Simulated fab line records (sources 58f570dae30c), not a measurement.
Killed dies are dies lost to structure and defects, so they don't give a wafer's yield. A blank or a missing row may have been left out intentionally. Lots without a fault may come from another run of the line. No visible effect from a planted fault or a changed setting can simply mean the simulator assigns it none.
A lot that was struck, set against a sound lot | flow berkeleyCmos170 | 31 out of 331 route steps
Sound: these wafers, L273.1, L273.3, L273.4. Wafers struck: L284.2, L284.4, L284.6. At the end, the cause is stated.
Each step with rows lists, per side, the tool, then ch with its chambers, then its first start. Under that, the readings that differ: sound wafers | struck wafers | difference of the means | sigmas: that difference in standard deviations of wafers without a fault.
alike: readings whose means differ by less than 2 such deviations, and words and numbers that are the same on both sides. not compared: withheld readings, readings that some wafer has no value for, bounds like >300 that may hide the same value, and numbers for which the record gives no deviation and whose values overlap.
Wherever a step has rows on one side only, a row that says differs or no value, or a row with sigmas, the two part there. Non-overlapping numbers with no deviation appear without sigmas and do not part them. A reading that every wafer of one side lacks parts them only if that side has two wafers or more.

UCB170_SDANNEAL_RTA_01: time 5 s.
  sound on rtpAnneal-01 ch 0, day 7 07:14; struck on rtpAnneal-01 ch 0, day 9 19:40
  alike: lampPowerPct, wafer_temp_C_max
UCB170_SDANNEAL_RS_MEAS_02: uses a four-point probe to measure.
  struck on filmMetro-03, day 9 19:44; sound on filmMetro-01, day 7 07:17
  alike: PSD_RS
UCB170_SDANNEAL_RS_MEAS_03: uses a four-point probe to measure.
  struck on filmMetro-03, day 9 19:51; sound on filmMetro-01, day 7 07:25
  alike: NSD_RS
UCB170_SDANNEAL_RS_MEAS_04: uses a four-point probe to measure.
  struck on filmMetro-03, day 9 19:58; sound on filmMetro-01, day 7 07:32
  alike: PLDD_RS
UCB170_SDANNEAL_RS_MEAS_05: uses a four-point probe to measure.
  struck on filmMetro-03, day 9 20:05; sound on filmMetro-01, day 7 07:39
  alike: NLDD_RS
then, 1 step without rows for these wafers: UCB170_SILICIDE_PRE_CLEAN_00 (preclean etch time 60 s).
UCB170_SILICIDE_SPUTTER_01: material Ti, target thk 30 nm, time 25 s.
  struck on pvdSputter-04, day 9 20:16; sound on pvdSputter-04, day 7 07:50
  alike: throttleValvePct
UCB170_SILICIDE_RS_MEAS_02: uses a four-point probe to measure.
  struck on filmMetro-04, day 9 20:26; sound on filmMetro-04, day 7 07:52
  alike: SILICIDE_TI_RS
UCB170_SILICIDE_THK_MEAS_03: measures by xrf.
  struck on filmMetro-04, day 9 20:33; sound on filmMetro-04, day 7 07:59
  alike: SILICIDE_TI_THK
then, 3 steps without rows for these wafers: UCB170_SILICIDE_RTA_04 (time 15 s); UCB170_SILICIDE_WET_ETCH_05 (etches Ti in SPM, time 45 s); UCB170_CONTACT_CLEAN_00 (cleans in SPM, time 600 s).
UCB170_CONTACT_CVD_01: deposits PSG from SiH4/O2/PH3, target thk 700 nm, time 2820 s.
  sound on lpcvd-01 ch 1, day 7 08:19; struck on lpcvd-01 ch 0, day 9 21:48
reading                                | sound             | struck          | difference | sigmas
model.PSG_of_CONTACT_CVD_01.thkNm (nm) | 701.6 704.4 696.6 | 882.4 877.7 878 | +178.5     | 
UCB170_CONTACT_THK_MEAS_02:
  struck on filmMetro-01, day 9 23:35; sound on filmMetro-03, day 7 10:06
reading              | sound       | struck      | difference | sigmas
CONTACT_PSG_THK (nm) | 702 704 696 | 883 878 877 | +179       | +24
then, 3 steps without rows for these wafers: UCB170_CONTACT_HMDS_03 (prime time 60 s); UCB170_CONTACT_COAT_04 (resist thk 900 nm); UCB170_CONTACT_SOFTBAKE_05 (time 60 s).
UCB170_CONTACT_STRIP_06: strips in O2.
  sound on plasmaAsher-03 ch 0,1, day 7 10:41; struck on plasmaAsher-03 ch 0,1, day 10 00:05
  alike: drypumpMotorCurrentA, oesProductAu, stripTimeToEndpointS
  not compared: rfHoursCounterH
then, 1 step without rows for these wafers: UCB170_CONTACT_CLEAN_07 (cleans in SPM, time 600 s).
UCB170_CONTACT_RTA_08: time 10 s.
  sound on rtpAnneal-02 ch 0, day 7 10:58; struck on rtpAnneal-01 ch 0, day 10 00:23
reading          | sound          | struck         | difference | sigmas
lampPowerPct (%) | 26.3 26.4 26.4 | 25.4 25.3 25.3 | -1.0       | -2
  alike: wafer_temp_C_max
then, 6 steps without rows for these wafers: UCB170_CONTACT_COAT_09; UCB170_CONTACT_COAT_10 (resist thk 900 nm); UCB170_CONTACT_SOFTBAKE_11 (time 60 s); UCB170_CONTACT_EXPOSE_12 (exposes mask CONT, target cd 700 nm); UCB170_CONTACT_PEB_13; UCB170_CONTACT_DEVELOP_14 (develop time 45 s).
UCB170_CONTACT_CD_MEAS_15: target cd 700 nm.
  struck on cdSem-01, day 10 01:25; sound on cdSem-02, day 7 11:52
  alike: cdNm
UCB170_CONTACT_OVL_MEAS_16:
  struck on overlay-01, day 10 01:32; sound on overlay-01, day 7 11:59
  alike: CONTACT_OVL
then, 1 step without rows for these wafers: UCB170_CONTACT_ETCH_17 (etches BARC in N2/H2).
UCB170_CONTACT_ETCH_18: etches PSG in CHF3/CF4/Ar, stops on TiSi2, target depth 840 nm, time 195 s.
  sound: rieDiel-01 ch 1,2,3; struck: rieDiel-04 ch 0,2
reading                           | sound             | struck            | difference | sigmas
oesProductAu (a.u.)               | 0.893 0.913 0.886 | 1.001 1.014 1.009 | +0.111     | +7
model.CONTACT.featureDepthNm (nm) | 701.6 704.4 696.6 | 847.5 859.2 845.9 | +150.0     | 
model.etch.depthNm (nm)           | 701.6 704.4 696.6 | 847.5 859.2 845.9 | +150.0     | 
  alike: drypumpMotorCurrentA, throttleValvePct
  not compared: rfHoursCounterH
UCB170_CONTACT_STRIP_19: strips in O2.
  sound on plasmaAsher-04 ch 0,1, day 7 12:11; struck on plasmaAsher-04 ch 0,1, day 10 01:43
  alike: drypumpMotorCurrentA, oesProductAu
  not compared: rfHoursCounterH

## WHERE THEY PART
Last at UCB170_CONTACT_ETCH_18 as far as this record goes, first at UCB170_CONTACT_THK_MEAS_02. Later steps at which nothing parts them and some readings are alike: UCB170_CONTACT_STRIP_19.

WHY: what the simulator had put in
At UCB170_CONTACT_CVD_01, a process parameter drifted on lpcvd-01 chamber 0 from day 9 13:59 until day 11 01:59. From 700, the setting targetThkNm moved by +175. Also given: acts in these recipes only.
